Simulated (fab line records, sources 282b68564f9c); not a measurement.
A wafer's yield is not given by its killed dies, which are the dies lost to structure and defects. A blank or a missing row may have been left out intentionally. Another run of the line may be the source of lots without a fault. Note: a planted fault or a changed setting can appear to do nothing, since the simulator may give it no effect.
What tool caused it? :: flow ritCmos :: Sampling: 13 lots, 39 wafers, 4 of 202 route steps

== WHAT THE GAUGES READ, wafer by wafer ==
RIT_PWELL_TW_MEAS_10. Usual: PWELL_TW typically reads 948, with standard deviation 7.8.
lot: L414
measured: day 1 23:13
on: filmMetro-04
PWELL_TW: 947 949 941
flag: 

lot: L416
measured: day 2 08:29
on: filmMetro-01
PWELL_TW: 952 950 954
flag: 

lot: L417
measured: day 2 13:44
on: filmMetro-01
PWELL_TW: 955 954 956
flag: 

lot: L418
measured: day 2 18:39
on: filmMetro-03
PWELL_TW: 945 942 943
flag: 

lot: L420
measured: day 3 04:56
on: filmMetro-04
PWELL_TW: 939 940 944
flag: 

lot: L421
measured: day 3 10:04
on: filmMetro-01
PWELL_TW: 958 952 958
flag: 

lot: L422
measured: day 3 14:26
on: filmMetro-04
PWELL_TW: 938 941 941
flag: 

lot: L425
measured: day 4 06:44
on: filmMetro-01
PWELL_TW: 959 955 950
flag: 

lot: L426
measured: day 4 11:58
on: filmMetro-04
PWELL_TW: 935 940 933
flag: 

lot: L428
measured: day 4 22:14
on: filmMetro-01
PWELL_TW: 961 959 955
flag: 

lot: L435
measured: day 6 07:45
on: filmMetro-04
PWELL_TW: 943 950 944
flag: 

lot: L436
measured: day 6 13:11
on: filmMetro-04
PWELL_TW: 938 944 944
flag: 

lot: L437
measured: day 6 18:59
on: filmMetro-04
PWELL_TW: 941 945 945
flag: 

RIT_M1_RS_MEAS_01: measures by four-point-probe. Usual: M1_AL_RS typically reads 0.0737 ohm/sq, with standard deviation 0.00093.
lot: L414
measured: day 3 08:13
on: filmMetro-03
M1_AL_RS (ohm/sq): 0.0727 0.0744 0.0726
flag: 

lot: L416
measured: day 3 14:25
on: filmMetro-03
M1_AL_RS (ohm/sq): 0.0737 0.0731 0.0752
flag: 

lot: L417
measured: day 3 20:04
on: filmMetro-01
M1_AL_RS (ohm/sq): 0.0729 0.0719 0.0716
flag: 

lot: L418
measured: day 4 00:32
on: filmMetro-02
M1_AL_RS (ohm/sq): 0.0742 0.0733 0.0732
flag: 

lot: L420
measured: day 4 11:23
on: filmMetro-02
M1_AL_RS (ohm/sq): 0.0741 0.0741 0.0740
flag: 

lot: L421
measured: day 4 17:23
on: filmMetro-03
M1_AL_RS (ohm/sq): 0.0734 0.0731 0.0736
flag: 

lot: L422
measured: day 4 20:32
on: filmMetro-02
M1_AL_RS (ohm/sq): 0.0724 0.0737 0.0736
flag: 

lot: L425
measured: day 5 18:08
on: filmMetro-01
M1_AL_RS (ohm/sq): 0.0742 0.0731 0.0728
flag: 

lot: L426
measured: day 5 20:41
on: filmMetro-01
M1_AL_RS (ohm/sq): 0.0733 0.0740 0.0745
flag: 

lot: L428
measured: day 6 04:28
on: filmMetro-02
M1_AL_RS (ohm/sq): 0.0741 0.0746 0.0746
flag: 

lot: L435
measured: day 7 15:37
on: filmMetro-02
M1_AL_RS (ohm/sq): 0.0735 0.0546 0.0737
flag: OFF

lot: L436
measured: day 7 18:34
on: filmMetro-01
M1_AL_RS (ohm/sq): 0.0732 0.0742 0.0724
flag: 

lot: L437
measured: day 8 00:25
on: filmMetro-02
M1_AL_RS (ohm/sq): 0.0732 0.0741 0.0745
flag: 

RIT_M1_THK_MEAS_02: measures by xrf. Usual: M1_AL_THK typically reads 399 nm, with standard deviation 5.2.
lot: L414
measured: day 3 08:19
on: filmMetro-03
M1_AL_THK (nm): 407 398 407
flag: 

lot: L416
measured: day 3 14:31
on: filmMetro-03
M1_AL_THK (nm): 402 405 394
flag: 

lot: L417
measured: day 3 20:11
on: filmMetro-01
M1_AL_THK (nm): 401 407 410
flag: 

lot: L418
measured: day 4 00:38
on: filmMetro-02
M1_AL_THK (nm): 395 399 402
flag: 

lot: L420
measured: day 4 11:30
on: filmMetro-02
M1_AL_THK (nm): 394 393 399
flag: 

lot: L421
measured: day 4 17:31
on: filmMetro-03
M1_AL_THK (nm): 405 404 402
flag: 

lot: L422
measured: day 4 20:40
on: filmMetro-02
M1_AL_THK (nm): 405 395 401
flag: 

lot: L425
measured: day 5 18:15
on: filmMetro-01
M1_AL_THK (nm): 396 403 405
flag: 

lot: L426
measured: day 5 20:49
on: filmMetro-01
M1_AL_THK (nm): 403 400 396
flag: 

lot: L428
measured: day 6 04:34
on: filmMetro-02
M1_AL_THK (nm): 394 389 392
flag: 

lot: L435
measured: day 7 15:44
on: filmMetro-02
M1_AL_THK (nm): 397 531 394
flag: OFF

lot: L436
measured: day 7 18:41
on: filmMetro-01
M1_AL_THK (nm): 401 398 406
flag: 

lot: L437
measured: day 8 00:32
on: filmMetro-02
M1_AL_THK (nm): 398 394 390
flag: 

== WHAT TOOL EACH LOT RAN ON (gives the tool, then ch and the chambers of the sampled wafers, and finally the start) ==
lot: L414
RIT_M1_SPUTTER_00: pvdSputter-03, day 3 07:53

lot: L416
RIT_M1_SPUTTER_00: pvdSputter-03, day 3 14:04

lot: L417
RIT_M1_SPUTTER_00: pvdSputter-04, day 3 19:46

lot: L418
RIT_M1_SPUTTER_00: pvdSputter-03, day 4 00:13

lot: L420
RIT_M1_SPUTTER_00: pvdSputter-03, day 4 11:04

lot: L421
RIT_M1_SPUTTER_00: pvdSputter-04, day 4 17:05

lot: L422
RIT_M1_SPUTTER_00: pvdSputter-03, day 4 20:14

lot: L425
RIT_M1_SPUTTER_00: pvdSputter-03, day 5 17:50

lot: L426
RIT_M1_SPUTTER_00: pvdSputter-02, day 5 20:24

lot: L428
RIT_M1_SPUTTER_00: pvdSputter-03, day 6 04:08

lot: L435
RIT_M1_SPUTTER_00: pvdSputter-02, day 7 15:19

lot: L436
RIT_M1_SPUTTER_00: pvdSputter-04, day 7 18:15

lot: L437
RIT_M1_SPUTTER_00: pvdSputter-03, day 8 00:07
- RIT_M1_SPUTTER_00: material Al, target thk 400 nm, time 500 s.

== AS READ BY THE TOOLS THEMSELVES (means over the sampled wafers that have a number; for cases with no such wafer, the mark the record gives instead) ==
RIT_M1_SPUTTER_00. Usual: throttleValvePct reads 30.3 % (standard deviation 0.96).
lot: L414
tool: pvdSputter-03
throttleValvePct (%): 30.9
flag: 

lot: L416
tool: pvdSputter-03
throttleValvePct (%): 31.0
flag: 

lot: L417
tool: pvdSputter-04
throttleValvePct (%): 29.8
flag: 

lot: L418
tool: pvdSputter-03
throttleValvePct (%): 31.2
flag: 

lot: L420
tool: pvdSputter-03
throttleValvePct (%): 30.1
flag: 

lot: L421
tool: pvdSputter-04
throttleValvePct (%): 30.3
flag: 

lot: L422
tool: pvdSputter-03
throttleValvePct (%): 30.6
flag: 

lot: L425
tool: pvdSputter-03
throttleValvePct (%): 31.9
flag: 

lot: L426
tool: pvdSputter-02
throttleValvePct (%): 29.4
flag: 

lot: L428
tool: pvdSputter-03
throttleValvePct (%): 30.5
flag: 

lot: L435
tool: pvdSputter-02
throttleValvePct (%): 29.5
flag: 

lot: L436
tool: pvdSputter-04
throttleValvePct (%): 29.9
flag: 

lot: L437
tool: pvdSputter-03
throttleValvePct (%): 30.4
flag: 

== THE ANSWER, worked out from the rows above alone ==
Rule: a lot is off if the mean of its wafers that have a number lies more than 3 standard deviations from the usual mean. Also off: a lot with no number at a reading for which 4 or more lots have one. Where the step has rows for the other lots, those lots are counted as sound. The gauges are gone through in route order, then the tools' own readings, and for those a lot's mean is taken as printed above. The first step at which some lot is off is used, and at that step the reading that is off furthest; a lot without a number counts as furthest.
Off: L435, at RIT_M1_RS_MEAS_01 (M1_AL_RS).
A tool fits if, at a process step before that reading, it ran every lot that is off, and no sound lot after the first of them. Gauges at RIT_M1_RS_MEAS_01: tried the same way as those tools. One candidate fits, namely pvdSputter-02 at RIT_M1_SPUTTER_00. A fault onset in the window from L426 (day 5 20:24, its last sound lot) to L435 (day 7 15:19, its first lot off) fits.

== WHAT THE SIMULATOR HAD PUT IN ==
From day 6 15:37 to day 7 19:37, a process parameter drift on pvdSputter-02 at RIT_M1_SPUTTER_00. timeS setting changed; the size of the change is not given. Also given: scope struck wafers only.
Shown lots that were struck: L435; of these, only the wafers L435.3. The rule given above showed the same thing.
